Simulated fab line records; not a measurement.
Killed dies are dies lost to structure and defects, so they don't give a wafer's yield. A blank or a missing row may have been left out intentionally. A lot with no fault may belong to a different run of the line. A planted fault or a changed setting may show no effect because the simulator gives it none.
Split-lot experiment :: flow rit_cmos :: 23 wafers read from 5 lots, route of 202 steps

## SPLIT DETAILS
At RIT_SPACER_CVD_03 (deposits Si3N4 from SiH2Cl2/NH3, target thk 250 nm, time 3300 s), the setting sih2cl2_flow_sccm was moved away from the recipe's 60 sccm on 20 of the 23 wafers read, by -10.9% to +8.9%. For the rest of the wafers, this setting stayed at what the recipe calls for.

The split's own step is where the reading is taken.

## THE READING
Si3N4_of_SPACER_CVD_03.thk_nm (the simulator's own value, which no gauge read), in nm, at RIT_SPACER_CVD_03 (deposits Si3N4 from SiH2Cl2/NH3, target thk 250 nm, time 3300 s). The file gives no usual value for it. Here, 3 wafers ran the recipe; their average is 248.2 nm with a standard deviation of 0.75 nm.

wafer: L075.1
tool, chamber at the split: -, -
sih2cl2_flow_sccm as run, sccm: 55.08
against the recipe: -8.2%
Si3N4_of_SPACER_CVD_03.thk_nm, nm: 246.7
against lot-mates on the recipe: no lot-mate on the recipe

wafer: L075.2
tool, chamber at the split: -, -
sih2cl2_flow_sccm as run, sccm: 55.08
against the recipe: -8.2%
Si3N4_of_SPACER_CVD_03.thk_nm, nm: 246.9
against lot-mates on the recipe: no lot-mate on the recipe

wafer: L075.4
tool, chamber at the split: -, -
sih2cl2_flow_sccm as run, sccm: 55.08
against the recipe: -8.2%
Si3N4_of_SPACER_CVD_03.thk_nm, nm: 248.4
against lot-mates on the recipe: no lot-mate on the recipe

wafer: L075.5
tool, chamber at the split: -, -
sih2cl2_flow_sccm as run, sccm: 55.08
against the recipe: -8.2%
Si3N4_of_SPACER_CVD_03.thk_nm, nm: 247.9
against lot-mates on the recipe: no lot-mate on the recipe

wafer: L075.6
tool, chamber at the split: -, -
sih2cl2_flow_sccm as run, sccm: 55.08
against the recipe: -8.2%
Si3N4_of_SPACER_CVD_03.thk_nm, nm: 247.5
against lot-mates on the recipe: no lot-mate on the recipe

wafer: L076.2
tool, chamber at the split: -, -
sih2cl2_flow_sccm as run, sccm: 65.31
against the recipe: +8.9%
Si3N4_of_SPACER_CVD_03.thk_nm, nm: 257.1
against lot-mates on the recipe: no lot-mate on the recipe

wafer: L076.3
tool, chamber at the split: -, -
sih2cl2_flow_sccm as run, sccm: 65.31
against the recipe: +8.9%
Si3N4_of_SPACER_CVD_03.thk_nm, nm: 256.4
against lot-mates on the recipe: no lot-mate on the recipe

wafer: L076.4
tool, chamber at the split: -, -
sih2cl2_flow_sccm as run, sccm: 65.31
against the recipe: +8.9%
Si3N4_of_SPACER_CVD_03.thk_nm, nm: 256.4
against lot-mates on the recipe: no lot-mate on the recipe

wafer: L076.5
tool, chamber at the split: -, -
sih2cl2_flow_sccm as run, sccm: 65.31
against the recipe: +8.9%
Si3N4_of_SPACER_CVD_03.thk_nm, nm: 257.7
against lot-mates on the recipe: no lot-mate on the recipe

wafer: L076.6
tool, chamber at the split: -, -
sih2cl2_flow_sccm as run, sccm: 65.31
against the recipe: +8.9%
Si3N4_of_SPACER_CVD_03.thk_nm, nm: 255.6
against lot-mates on the recipe: no lot-mate on the recipe

wafer: L077.1
tool, chamber at the split: -, -
sih2cl2_flow_sccm as run, sccm: 64.38
against the recipe: +7.3%
Si3N4_of_SPACER_CVD_03.thk_nm, nm: 255
against lot-mates on the recipe: no lot-mate on the recipe

wafer: L077.4
tool, chamber at the split: -, -
sih2cl2_flow_sccm as run, sccm: 64.38
against the recipe: +7.3%
Si3N4_of_SPACER_CVD_03.thk_nm, nm: 255
against lot-mates on the recipe: no lot-mate on the recipe

wafer: L077.2
tool, chamber at the split: -, -
sih2cl2_flow_sccm as run, sccm: 64.38
against the recipe: +7.3%
Si3N4_of_SPACER_CVD_03.thk_nm, nm: 256.6
against lot-mates on the recipe: no lot-mate on the recipe

wafer: L077.3
tool, chamber at the split: -, -
sih2cl2_flow_sccm as run, sccm: 64.38
against the recipe: +7.3%
Si3N4_of_SPACER_CVD_03.thk_nm, nm: 252.8
against lot-mates on the recipe: no lot-mate on the recipe

wafer: L077.5
tool, chamber at the split: -, -
sih2cl2_flow_sccm as run, sccm: 64.38
against the recipe: +7.3%
Si3N4_of_SPACER_CVD_03.thk_nm, nm: 257.9
against lot-mates on the recipe: no lot-mate on the recipe

wafer: L079.2
tool, chamber at the split: lpcvd-01, 1
sih2cl2_flow_sccm as run, sccm: 60
against the recipe: recipe
Si3N4_of_SPACER_CVD_03.thk_nm, nm: 247.1
against lot-mates on the recipe: -

wafer: L079.4
tool, chamber at the split: lpcvd-01, 1
sih2cl2_flow_sccm as run, sccm: 60
against the recipe: recipe
Si3N4_of_SPACER_CVD_03.thk_nm, nm: 248.7
against lot-mates on the recipe: -

wafer: L079.5
tool, chamber at the split: lpcvd-01, 1
sih2cl2_flow_sccm as run, sccm: 60
against the recipe: recipe
Si3N4_of_SPACER_CVD_03.thk_nm, nm: 248.7
against lot-mates on the recipe: -

wafer: L083.1
tool, chamber at the split: -, -
sih2cl2_flow_sccm as run, sccm: 53.47
against the recipe: -10.9%
Si3N4_of_SPACER_CVD_03.thk_nm, nm: 247.3
against lot-mates on the recipe: no lot-mate on the recipe

wafer: L083.2
tool, chamber at the split: -, -
sih2cl2_flow_sccm as run, sccm: 53.47
against the recipe: -10.9%
Si3N4_of_SPACER_CVD_03.thk_nm, nm: 244.2
against lot-mates on the recipe: no lot-mate on the recipe

wafer: L083.3
tool, chamber at the split: -, -
sih2cl2_flow_sccm as run, sccm: 53.47
against the recipe: -10.9%
Si3N4_of_SPACER_CVD_03.thk_nm, nm: 246
against lot-mates on the recipe: no lot-mate on the recipe

wafer: L083.4
tool, chamber at the split: -, -
sih2cl2_flow_sccm as run, sccm: 53.47
against the recipe: -10.9%
Si3N4_of_SPACER_CVD_03.thk_nm, nm: 244
against lot-mates on the recipe: no lot-mate on the recipe

wafer: L083.6
tool, chamber at the split: -, -
sih2cl2_flow_sccm as run, sccm: 53.47
against the recipe: -10.9%
Si3N4_of_SPACER_CVD_03.thk_nm, nm: 244.7
against lot-mates on the recipe: no lot-mate on the recipe

THE FIT
A straight line over all 23 wafers: Si3N4_of_SPACER_CVD_03.thk_nm changes by +0.55 nm for each +1% of sih2cl2_flow_sccm; r = +0.94; the points scatter about the line by 1.7 nm.
Too few moved wafers with a lot-mate on the recipe to fit a line net of each lot's own level.

## FILE'S OWN FIT
Si3N4_of_SPACER_CVD_03.thk_nm changes by +0.551 nm for each +1% of sih2cl2_flow_sccm, r = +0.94.
